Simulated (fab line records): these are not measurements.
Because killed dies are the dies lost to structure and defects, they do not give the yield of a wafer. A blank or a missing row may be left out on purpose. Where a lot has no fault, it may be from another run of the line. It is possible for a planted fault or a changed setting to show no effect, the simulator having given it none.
fab line records	flow berkeley-cmos170
[record] lots = 15	wafers = 45	last-day = 16
route steps=331 shown NWELL@15 M1@239
lots untouched by any fault: they come from a run of this same line in which no faults occurred
start-h: hours from the record's first day to the start of the lot's first wafer shown	wait-h: hours from the lot's prior step to this one	" unchanged from the row above	L1.1+2: a row that stands for several wafers	- no value present, or no start provided	* or withheld: withheld	< > ~ a bound
route shown NAME@n: NAME is a module with steps in the file, n the number in the route of the first one	usual: mean/standard deviation taken from wafers without a fault	same: alike in all rows	chamber/n: place in a boat	sites: readings site by site	_std_site: standard deviation across them	_edge_site: inner sites' mean taken away from outer sites' mean	radius-mm: for every site, how far away it sits from the centre of the wafer	mask NAME#n: copy n	behind: tool/chamber where the wafer was last shaped	hold: why the lot was held/for how many hours/how that ended	device: names the non-switching transistor (n, p or np)	end of line: tests of these same wafers at the route's end	a step without rows: its recipe alone	killed: the dies lost at the first sort to structure and to defects; this is not the yield of the wafer	map: dies across one wafer; x = killed, . = not, _ = none there
set.NAME: the setting that was run; set.NAME@STEP: the one run at that earlier step	model.NAME: the simulator's own value behind a step, which no gauge read
the route's steps for a sample of lots (tables are steps, rows are wafers)
[[steps]]
[step UCB170_NWELL_OXIDATION_01]
[recipe] temp-c = 1000	ambient = O2	target-thk-a = 264	ox-time-s = 1260
[usual] spike-tc-centre-C = 1002.8/1.1	spike-tc-load-C = 1027.1/1.9	spike-tc-source-C = 1025/4.2	tube-center-temp-C = 1000/0.089	tube_center_temp_C_max = 1002.6/0.46
lot.wafer	tool	chamber	start-h	wait-h	spike-tc-centre-C	spike-tc-load-C	spike-tc-source-C	tube-center-temp-C	tube_center_temp_C_max
L806.1	furnace-04	0	27.99	2.0	1001.3	1028.9	1023	1000	1003.0
L806.2	"	0	"	"	1002.2	1027.4	1023	1000	1002.6
L806.4	"	0	"	"	1002.8	1029.1	1022	1000.2	1002.5
L807.1	furnace-01	0	33.15	4.4	1004.0	1024.7	1030	1000.1	1002.4
L807.3	"	0	"	"	1002.8	1026.0	1030	999.98	1002.6
L807.6	"	0	"	"	1001.3	1026.1	1029	1000.2	1003.0
L808.1	furnace-01	0	33.15	4.8	1001.2	1025.2	1027	1000.1	1002.4
L808.3	"	0	"	"	1003.0	1025.5	1027	1000	1002.7
L808.5	"	0	"	"	1002.0	1027.1	1028	999.85	1002.8
L809.1	furnace-01	0	41.35	5.0	1003.9	1024.4	1029	999.93	1002.5
L809.5	"	0	"	"	1002.8	1026.3	1029	999.98	1002.6
L809.6	"	0	"	"	1003.6	1025.8	1029	999.89	1002.7
L810.2	furnace-04	0	47.20	2.8	1003.0	1027.0	1025	999.97	1003.1
L810.3	"	0	"	"	1002.4	1027.1	1023	1000	1003.0
L810.6	"	0	"	"	1002.1	1027.7	1023	999.99	1001.9
L811.1	furnace-04	0	47.20	2.5	1001.4	1026.7	1021	1000	1003.2
L811.3	"	0	"	"	1002.3	1028.4	1023	999.86	1002.5
L811.5	"	0	"	"	1002.2	1028.3	1024	1000.1	1002.4
L812.1	furnace-02	0	57.32	4.4	1003.7	1027.9	1019	1000	1002.3
L812.2	"	0	"	"	1000.7	1029.1	1019	1000.1	1002.4
L812.5	"	0	"	"	1001.7	1030.8	1017	999.79	1002.6
L813.2	furnace-02	0	57.32	4.4	1002.6	1028.6	1018	999.92	1002.6
L813.3	"	0	"	"	1003.1	1029.0	1018	999.96	1003.6
L813.4	"	0	"	"	1002.6	1029.0	1019	1000	1002.8
L814.3	furnace-04	0	68.39	5.8	1000.8	1027.8	1023	1000.1	1003.0
L814.4	"	0	"	"	1002.8	1028.5	1023	999.99	1002.3
L814.6	"	0	"	"	1002.5	1028.7	1023	999.96	1002.3
L816.1	furnace-01	0	79.82	4.7	1018.1	1042.4	1042	1015	1017.1
L816.2	"	0	"	"	1018.5	1039.8	1044	1015.2	1017.6
L816.6	"	0	"	"	1018.5	1040.3	1046	1015.3	1017.7
L818.2	furnace-01	0	79.82	0.3	1017.8	1039.1	1044	1015.2	1017.2
L818.3	"	0	"	"	1018.2	1041.0	1044	1015.4	1018.2
L818.4	"	0	"	"	1017.6	1039.5	1047	1015.3	1018.0
L817.3	furnace-01	0	82.52	2.7	1018.6	1042.0	1047	1015.3	1017.7
L817.4	"	0	"	"	1018.6	1042.6	1044	1015.4	1018.3
L817.5	"	0	"	"	1017.6	1039.7	1046	1015.3	1018.1
L821.2	furnace-04	0	102.57	5.2	1003.2	1029.0	1023	999.88	1002.4
L821.3	"	0	"	"	1001.8	1028.2	1025	1000	1002.6
L821.4	"	0	"	"	1002.8	1027.5	1025	1000.1	1003.5
L826.1	furnace-02	0	126.93	2.8	1003.7	1029.3	1019	999.99	1002.2
L826.3	"	0	"	"	1004.3	1030.4	1018	1000	1002.6
L826.4	"	0	"	"	1002.2	1028.3	1020	1000	1002.3
L827.1	furnace-02	0	126.93	2.5	1003.3	1029.2	1019	999.97	1002.0
L827.3	"	0	"	"	1003.2	1028.7	1021	1000.2	1002.5
L827.6	"	0	"	"	1003.8	1029.1	1019	1000	1003.2
[step UCB170_NWELL_THK_MEAS_02]
[recipe] reads = SiO2_of_NWELL_OXIDATION_01
[usual] NWELL_OXIDE_THK = 26.2/0.55
lot.wafer	tool	chamber	start-h	wait-h	NWELL_OXIDE_THK[nm]
L806.1	film-metro-01	-	29.34	0.0	26.4
L806.2	"	-	"	"	26.3
L806.4	"	-	"	"	26.9
L807.1	film-metro-03	-	34.50	0.0	25.3
L807.3	"	-	"	"	25.5
L807.6	"	-	"	"	25.9
L808.1	film-metro-01	-	34.50	0.0	25.6
L808.3	"	-	"	"	25.7
L808.5	"	-	"	"	25.8
L809.1	film-metro-03	-	42.70	0.0	26.1
L809.5	"	-	"	"	26.1
L809.6	"	-	"	"	25.7
L811.1	film-metro-01	-	48.55	0.0	26.8
L811.3	"	-	"	"	27.0
L811.5	"	-	"	"	27.0
L810.2	film-metro-02	-	48.56	0.0	26.6
L810.3	"	-	"	"	26.7
L810.6	"	-	"	"	26.7
L812.1	film-metro-02	-	58.69	0.0	26.6
L812.2	"	-	"	"	26.0
L812.5	"	-	"	"	26.5
L813.2	film-metro-03	-	58.71	0.0	25.8
L813.3	"	-	"	"	26.0
L813.4	"	-	"	"	25.9
L814.3	film-metro-01	-	69.76	0.0	26.6
L814.4	"	-	"	"	26.8
L814.6	"	-	"	"	26.4
L816.1	film-metro-01	-	81.17	0.0	29.9
L816.2	"	-	"	"	29.9
L816.6	"	-	"	"	29.7
L818.2	film-metro-02	-	81.18	0.0	29.8
L818.3	"	-	"	"	29.4
L818.4	"	-	"	"	30.0
L817.3	film-metro-01	-	83.89	0.0	29.6
L817.4	"	-	"	"	29.5
L817.5	"	-	"	"	29.6
L821.2	film-metro-03	-	103.93	0.0	26.5
L821.3	"	-	"	"	26.4
L821.4	"	-	"	"	26.5
L826.1	film-metro-03	-	128.28	0.0	26.0
L826.3	"	-	"	"	25.7
L826.4	"	-	"	"	25.8
L827.1	film-metro-01	-	128.28	0.0	25.7
L827.3	"	-	"	"	25.8
L827.6	"	-	"	"	26.0
[step UCB170_NWELL_TW_MEAS_16]
[usual] NWELL_TW = 1248/6.5
lot.wafer	tool	chamber	start-h	wait-h	NWELL_TW
L806.1	film-metro-03	-	38.99	0.1	1250
L806.2	"	-	"	"	1249
L806.4	"	-	"	"	1250
L807.1	film-metro-03	-	45.15	0.1	1251
L807.3	"	-	"	"	1250
L807.6	"	-	"	"	1253
L808.1	film-metro-02	-	45.15	0.1	1253
L808.3	"	-	"	"	1255
L808.5	"	-	"	"	1247
L809.1	film-metro-02	-	51.51	0.1	1261
L809.5	"	-	"	"	1255
L809.6	"	-	"	"	1260
L811.1	film-metro-01	-	57.39	0.1	1243
L811.3	"	-	"	"	1247
L811.5	"	-	"	"	1246
L810.2	film-metro-03	-	57.68	0.1	1254
L810.3	"	-	"	"	1252
L810.6	"	-	"	"	1254
L812.1	film-metro-02	-	69.52	0.1	1248
L812.2	"	-	"	"	1260
L812.5	"	-	"	"	1256
L813.2	film-metro-03	-	69.58	0.1	1253
L813.3	"	-	"	"	1254
L813.4	"	-	"	"	1249
L814.3	film-metro-02	-	79.27	0.1	1242
L814.4	"	-	"	"	1252
L814.6	"	-	"	"	1244
L816.1	film-metro-01	-	90.59	0.1	1239
L816.2	"	-	"	"	1237
L816.6	"	-	"	"	1241
L817.3	film-metro-01	-	90.81	0.1	1232
L817.4	"	-	"	"	1241
L817.5	"	-	"	"	1236
L818.2	film-metro-03	-	91.07	0.1	1251
L818.3	"	-	"	"	1245
L818.4	"	-	"	"	1250
L821.2	film-metro-02	-	113.87	0.1	1252
L821.3	"	-	"	"	1256
L821.4	"	-	"	"	1255
L826.1	film-metro-02	-	138.62	0.1	1247
L826.3	"	-	"	"	1244
L826.4	"	-	"	"	1252
L827.1	film-metro-01	-	138.73	0.1	1245
L827.3	"	-	"	"	1240
L827.6	"	-	"	"	1249
[step UCB170_M1_RS_MEAS_01]
[recipe] thk-meas-gauge = four-point-probe	reads = Al_of_M1_SPUTTER_00
[usual] M1_AL_RS = 0.0485/0.00047
lot.wafer	tool	chamber	start-h	wait-h	M1_AL_RS[ohm/sq]
L806.1	film-metro-02	-	175.84	0.0	0.0485
L806.2	"	-	"	"	0.0483
L806.4	"	-	"	"	0.0478
L807.1	film-metro-02	-	193.04	0.0	0.0481
L807.3	"	-	"	"	0.0477
L807.6	"	-	"	"	0.0486
L808.1	film-metro-01	-	193.73	0.0	0.0492
L808.3	"	-	"	"	0.0486
L808.5	"	-	"	"	0.0487
L809.1	film-metro-02	-	194.23	0.0	0.0484
L809.5	"	-	"	"	0.0484
L809.6	"	-	"	"	0.0487
L810.2	film-metro-04	-	204.34	0.1	0.0493
L810.3	"	-	"	"	0.0497
L810.6	"	-	"	"	0.0493
L811.1	film-metro-01	-	204.66	0.0	0.0476
L811.3	"	-	"	"	0.0480
L811.5	"	-	"	"	0.0481
L812.1	film-metro-01	-	211.58	0.0	0.0479
L812.2	"	-	"	"	0.0481
L812.5	"	-	"	"	0.0484
L813.2	film-metro-04	-	211.88	0.1	0.0487
L813.3	"	-	"	"	0.0487
L813.4	"	-	"	"	0.0489
L814.3	film-metro-02	-	217.54	0.1	0.0483
L814.4	"	-	"	"	0.0481
L814.6	"	-	"	"	0.0484
L818.2	film-metro-04	-	232.26	0.1	0.0488
L818.3	"	-	"	"	0.0489
L818.4	"	-	"	"	0.0496
L816.1	film-metro-04	-	233.38	0.0	0.0477
L816.2	"	-	"	"	0.0477
L816.6	"	-	"	"	0.0477
L817.3	film-metro-01	-	235.35	0.1	0.0488
L817.4	"	-	"	"	0.0491
L817.5	"	-	"	"	0.0488
L821.2	film-metro-02	-	241.41	0.1	0.0486
L821.3	"	-	"	"	0.0481
L821.4	"	-	"	"	0.0484
L826.1	film-metro-01	-	275.60	0.0	0.0486
L826.3	"	-	"	"	0.0489
L826.4	"	-	"	"	0.0488
L827.1	film-metro-01	-	277.07	0.0	0.0487
L827.3	"	-	"	"	0.0485
L827.6	"	-	"	"	0.0488
[[key]]
[first-sign] step = UCB170_NWELL_OXIDATION_01	reading = tube-center-temp-C	direction = up	sigmas = 99+	usual = *	struck = *
[effect] step = UCB170_NWELL_OXIDATION_01	reading = tube_center_temp_C_max	direction = up	sigmas = 33	usual = *	struck = *
[effect] step = UCB170_NWELL_THK_MEAS_02	reading = NWELL_OXIDE_THK	direction = up	sigmas = 6.4	usual = 26.2	struck = 29.7
met-at UCB170_NWELL_OXIDATION_01
struck-lots L816,L817,L818
tester-left-out L816,L817,L818
not-acting-at UCB170_NWELL_TW_MEAS_16,UCB170_M1_RS_MEAS_01
[fault] kind = process-parameter-drift	tool = furnace-01	chamber = -	onset-h = 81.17	steps = UCB170_NWELL_OXIDATION_01	channel = temp-c	offset = *	shape = step	end-h = 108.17	acts-in = *	stated = *
// tester-left-out: of these lots the tester's yield and bins aren't shown, on N5 and GAA mostly nor the transistor test; their killed dies are dies lost to structure and defects alone, not to doping, threshold or leakage, so they don't give the yield
